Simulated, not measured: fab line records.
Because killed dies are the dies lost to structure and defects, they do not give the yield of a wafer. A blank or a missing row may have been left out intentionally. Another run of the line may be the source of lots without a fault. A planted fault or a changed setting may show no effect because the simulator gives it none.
Comparing a struck lot with a sound one ; flow rit-cmos ; 15 out of 202 route steps
Sound: the wafers L500.1, L500.2, L500.5. Struck: wafers L511.3, L511.5 (left out: L511.2, a lot-mate that was not struck); the cause follows at the end.
For every step that has rows: the tool of each side, followed by ch and its chambers, followed by its first start. Under that, the readings that differ: sound wafers ; struck wafers ; difference of the means ; sigmas: that difference in standard deviations of wafers without a fault.
alike: readings whose means differ by less than 2 such deviations, and words and numbers that are the same on both sides. not compared: withheld readings, readings that some wafer has no value for, bounds like >300 that may hide the same value, and numbers for which the record gives no deviation and whose values overlap.
A row with sigmas, a row that says differs or no value, or rows on one side alone: a step with any of these is where the two part. Numbers that have no deviation but don't overlap get no sigmas and don't part them. Lack of a reading on every wafer of one side parts them only where that side has two or more wafers.

RIT_M1_SPUTTER_00: material Al, target thk 400 nm, time 500 s.
  sound on pvd-sputter-04 at day 4 19:10; struck on pvd-sputter-01 at day 6 20:56
  alike: throttle-valve-pct
RIT_M1_RS_MEAS_01: the measuring method here is four-point-probe.
  sound on film-metro-04 at day 4 19:28; struck on film-metro-03 at day 6 21:15
  alike: M1_AL_RS
RIT_M1_THK_MEAS_02: measures by xrf.
  sound on film-metro-04 at day 4 19:35; struck on film-metro-03 at day 6 21:22
  alike: M1_AL_THK
then, 6 steps without rows for these wafers: RIT_M1_HMDS_03 (prime time 60 s); RIT_M1_COAT_04 (resist thk 1300 nm); RIT_M1_SOFTBAKE_05 (time 60 s); RIT_M1_EXPOSE_06 (exposes mask M12, target cd 2600 nm); RIT_M1_PEB_07; RIT_M1_DEVELOP_08 (develop time 68 s).
RIT_M1_CD_MEAS_09 targets a cd of 2600 nm.
  sound on cd-sem-02 at day 4 20:44; struck on cd-sem-02 at day 6 22:34
reading;sound;struck;difference;sigmas
cd-nm (nm);2599.9 2602.1 2603.1;2596.4 2595.3;-5.8;-3
RIT_M1_OVL_MEAS_10:
  sound on overlay-02 at day 4 20:51; struck on overlay-01 at day 6 22:40
  alike: M1_OVL
then, 1 step without rows for these wafers: RIT_M1_HARDBAKE_11 (time 120 s).
RIT_M1_METAL_ETCH_12: etches Al in Cl2/BCl3, stops on SiO2, time 165 s, target depth 600 nm.
  sound on rie-metal-01 ch 0,1, day 4 21:16; struck on rie-metal-02 ch 1, day 6 22:58
reading;sound;struck;difference;sigmas
chamber-pressure-mTorr (mTorr);100.03 99.77 99.99;150.10 149.97;+50.11;+99 or more
model.NOVOLAK_of_M1_COAT_04.thk-nm (nm);807.4 811 808.9;797 794.6;-13;
  alike: drypump-motor-current-A, oes-product-au, throttle-valve-pct
  not compared: rf-hours-counter-h
then, 1 step without rows for these wafers: RIT_M1_STRIP_13 (strips in nmp, time 600 s).
RIT_M1_PROBE_99:
  sound on prober-01 at day 4 23:32; struck on prober-01 at day 7 01:19
  alike: defect-limited-yield, killed-at-front-end, killed-dies, killed-open, killed-short, sort_bin_3_pad_short, sort_bin_5_function, sort_bin_6_memory, sort-n-pass, sort-yield-pct

== WHERE THEY PART ==
First at RIT_M1_CD_MEAS_09; last, within this record, at RIT_M1_METAL_ETCH_12. Later steps at which nothing parts them and some readings are alike: RIT_M1_PROBE_99.

WHY: the cause the simulator had injected
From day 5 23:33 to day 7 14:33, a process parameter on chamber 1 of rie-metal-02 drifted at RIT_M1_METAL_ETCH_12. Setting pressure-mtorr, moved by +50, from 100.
